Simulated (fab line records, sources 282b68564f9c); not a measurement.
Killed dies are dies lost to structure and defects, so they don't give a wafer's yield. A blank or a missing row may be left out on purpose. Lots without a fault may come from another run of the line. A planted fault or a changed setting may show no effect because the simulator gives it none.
A lot that was struck, set against a sound lot ; flow ritCmos ; 15 steps out of a route of 202
Sound: the wafers L262.1, L262.3, L262.4. Wafers struck: L253.3, L253.5, L253.6. At the end, the cause is stated.
Order at every step that has rows: each side's tool, ch and its chambers, its first start. Under that, the readings that differ: sound wafers ; struck wafers ; difference of the means ; sigmas: that difference in standard deviations of wafers without a fault.
alike: readings whose means differ by less than 2 such deviations, and words and numbers that are the same on both sides. not compared: withheld readings, readings that some wafer has no value for, bounds like >300 that may hide the same value, and numbers for which the record gives no deviation and whose values overlap.
The two part at a step that has a row with sigmas, a row that says differs or no value, or rows on one side only. Non-overlapping numbers with no deviation appear without sigmas and do not part them. A reading that every wafer of one side lacks parts them only if that side has two wafers or more.

first, 6 steps without rows for these wafers: RIT_CONTACT_HMDS_02 (prime time 60 s); RIT_CONTACT_COAT_03 (resist thk 1000 nm); RIT_CONTACT_SOFTBAKE_04 (time 58.15 s); RIT_CONTACT_EXPOSE_05 (exposes mask M11, target cd 1000 nm); RIT_CONTACT_PEB_06; RIT_CONTACT_DEVELOP_07 (develop time 120 s).
RIT_CONTACT_CD_MEAS_08: target cd 1000 nm.
  sound: cdSem-01 at day 8 00:02; struck: cdSem-01 at day 6 01:48
  alike: cdNm
RIT_CONTACT_OVL_MEAS_09:
  sound: overlay-01 at day 8 00:09; struck: overlay-01 at day 6 01:53
  alike: CONTACT_OVL
then, 1 step without rows for these wafers: RIT_CONTACT_HARDBAKE_10 (time 60 s).
RIT_CONTACT_ETCH_11: etches SiO2 in CHF3/CF4/Ar, stops on TiSi2, target depth 480 nm, time 320 s.
  sound on rieDiel-03 ch 0,1,3, day 8 00:20; struck on rieDiel-04 ch 0,1, day 6 02:04
  alike: cf4FlowSccm, drypumpMotorCurrentA, oesProductAu, throttleValvePct
  not compared: rfHoursCounterH
RIT_CONTACT_STRIP_12: strips in O2, time 180 s.
  sound on plasmaAsher-03 ch 0,1, day 8 00:32; struck on plasmaAsher-04 ch 0,1, day 6 02:19
  alike: drypumpMotorCurrentA
  not compared: rfHoursCounterH
RIT_CONTACT_CD_MEAS_90: target cd 1000 nm.
  sound: cdSem-01 at day 8 00:43; struck: cdSem-01 at day 6 02:28
  alike: cdNm
RIT_CONTACT_CLEAN_13: cleans in SC1, time 600 s.
  sound on wetBench-02 ch 3, day 8 00:50; struck on wetBench-03 ch 2, day 6 02:33
  no value came back on the struck wafers for bathGuardTempC (C), bathHeatDutyPct (%); on the sound wafers bathGuardTempC (C) reads 75.1 74.9 75.2
then, 1 step without rows for these wafers: RIT_CONTACT_CLEAN_14 (cleans in SC2, time 600 s).
RIT_M1_PROBE_99:
  sound: prober-02 at day 8 05:21; struck: prober-01 at day 6 07:10
  alike: killedAtContacts, killedAtFrontEnd, killedDies, killedOpen, killedShort

== WHERE THEY PART ==
Only at RIT_CONTACT_CLEAN_13, within this record. Later steps at which nothing parts them and some readings are alike: RIT_M1_PROBE_99.

WHY: what the simulator had put in
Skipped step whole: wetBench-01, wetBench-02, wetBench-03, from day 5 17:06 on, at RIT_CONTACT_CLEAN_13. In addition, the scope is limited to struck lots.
